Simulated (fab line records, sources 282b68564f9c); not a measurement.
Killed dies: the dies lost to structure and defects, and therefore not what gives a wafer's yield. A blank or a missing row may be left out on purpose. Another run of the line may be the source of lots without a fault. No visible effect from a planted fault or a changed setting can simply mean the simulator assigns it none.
Which tool is to blame?	flow rit_cmos	7 lots, 21 wafers sampled, at 2 steps of a route of 202

WHAT EACH GAUGE READ, for each wafer
RIT_PRETRO_TW_MEAS_10.
lot	measured	on	PRETRO_TW
L304	day 2 14:31	film_metro-03	480.6 479.5 476.9
L306	day 3 03:03	film_metro-03	478.8 479.0 476.3
L308	day 3 10:52	film_metro-01	477.2 478.0 474.6
L313	day 4 12:45	film_metro-03	447.5 445.6 446.1
L317	day 5 09:09	film_metro-03	441.8 444.6 445.0
L324	day 6 18:21	film_metro-03	479.4 480.6 481.1
L326	day 7 07:05	film_metro-01	475.7 477.1 474.1

TOOL THAT RAN EACH LOT (tool first, then ch and the chambers of the sampled wafers, then the start)
lot	RIT_PRETRO_IMPLANT_08
L304	implanter-03 ch 0, day 2 14:11
L306	implanter-04 ch 0, day 3 02:43
L308	implanter-03 ch 0, day 3 10:32
L313	implanter-03 ch 0, day 4 12:26
L317	implanter-03 ch 0, day 5 08:50
L324	implanter-02 ch 0, day 6 18:04
L326	implanter-02 ch 0, day 7 06:46
- RIT_PRETRO_IMPLANT_08

THE ANSWER, worked out from the rows above alone
Rule: the lots themselves supply what counts as usual. Put in order of their means at a reading, lots are off if they are a third of the lots or fewer, leave a main group of 4 or more, and stand apart from it by a gap of 3 or more times the standard deviation of the main group's means; of several such gaps the widest counts. If all means in a main group match to the digits the tables above print for the reading, that group is not used. A lot without any number at a reading at which 4 lots or more have one is off too. Any other lot the step has rows for is counted as sound.
Off: L313, L317, at RIT_PRETRO_TW_MEAS_10 (PRETRO_TW). Main group: mean 477.9, sd 1.7.
If a tool, at a process step before that reading, ran all the lots that are off and no sound lot after the first of them, it fits. Gauges at RIT_PRETRO_TW_MEAS_10: tried the same way as those tools. One fits: RIT_PRETRO_IMPLANT_08 on implanter-03. Its last sound lot is L308 (day 3 10:32), its first lot that is off L313 (day 4 12:26): a fault that began between those two fits.

WHAT HAD BEEN PUT IN BY THE SIMULATOR
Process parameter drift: implanter-03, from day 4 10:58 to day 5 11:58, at RIT_PRETRO_IMPLANT_08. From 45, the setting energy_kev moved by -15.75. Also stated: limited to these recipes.
Lots struck among those shown: L313, L317. The same result came from the rule above.
